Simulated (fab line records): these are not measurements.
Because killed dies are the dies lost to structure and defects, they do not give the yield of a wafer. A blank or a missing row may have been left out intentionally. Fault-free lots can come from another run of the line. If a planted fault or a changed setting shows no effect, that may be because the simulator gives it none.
Which of the tools did it?	flow berkeley_cmos170	7 lots with 21 wafers sampled at 2 steps, on a route of 331 steps

== WHAT EACH GAUGE READ, for each wafer ==
UCB170_V2_BOW_MEAS_03.
lot	measured	on	V2_BOW (um)
L400	day 9 17:07	film_metro-01	38 35 56
L403	day 10 09:39	film_metro-03	41 34 45
L406	day 11 04:35	film_metro-03	33 33 26
L412	day 12 05:07	film_metro-03	41 34 41
L416	day 13 10:37	film_metro-04	31 28 33
L418	day 13 13:05	film_metro-03	42 45 44
L421	day 14 06:17	film_metro-04	41 24 39

== WHICH TOOL RAN EACH LOT (tool, then ch and the chambers of the sampled wafers, then the start) ==
lot	UCB170_M2_SPUTTER_01
L400	pvd_sputter-03, day 9 13:34
L403	pvd_sputter-02, day 10 06:08
L406	pvd_sputter-03, day 10 21:50
L412	pvd_sputter-02, day 11 23:32
L416	pvd_sputter-03, day 13 05:14
L418	pvd_sputter-02, day 13 07:35
L421	pvd_sputter-02, day 14 02:46
- UCB170_M2_SPUTTER_01: material Al, target thk 900 nm, time 120 s.

== THE ANSWER, worked out from the rows above alone ==
Rule: the usual values come from the lots themselves. The widest of any qualifying gaps counts: lots, ordered by their means at a reading, are off when they make up no more than a third of the lots, leave a main group of 4 or more, and stand apart from it by 3 or more times the standard deviation of that group's means. The tables above print the reading to a certain number of digits; a main group whose means all agree to those digits is not used. Also off: a lot with no number at a reading for which 4 or more lots have one. All remaining lots with rows at the step are treated as sound.
Across all readings shown, no lot is off: no conclusion can be drawn from this.

== WHAT THE SIMULATOR HAD INSERTED ==
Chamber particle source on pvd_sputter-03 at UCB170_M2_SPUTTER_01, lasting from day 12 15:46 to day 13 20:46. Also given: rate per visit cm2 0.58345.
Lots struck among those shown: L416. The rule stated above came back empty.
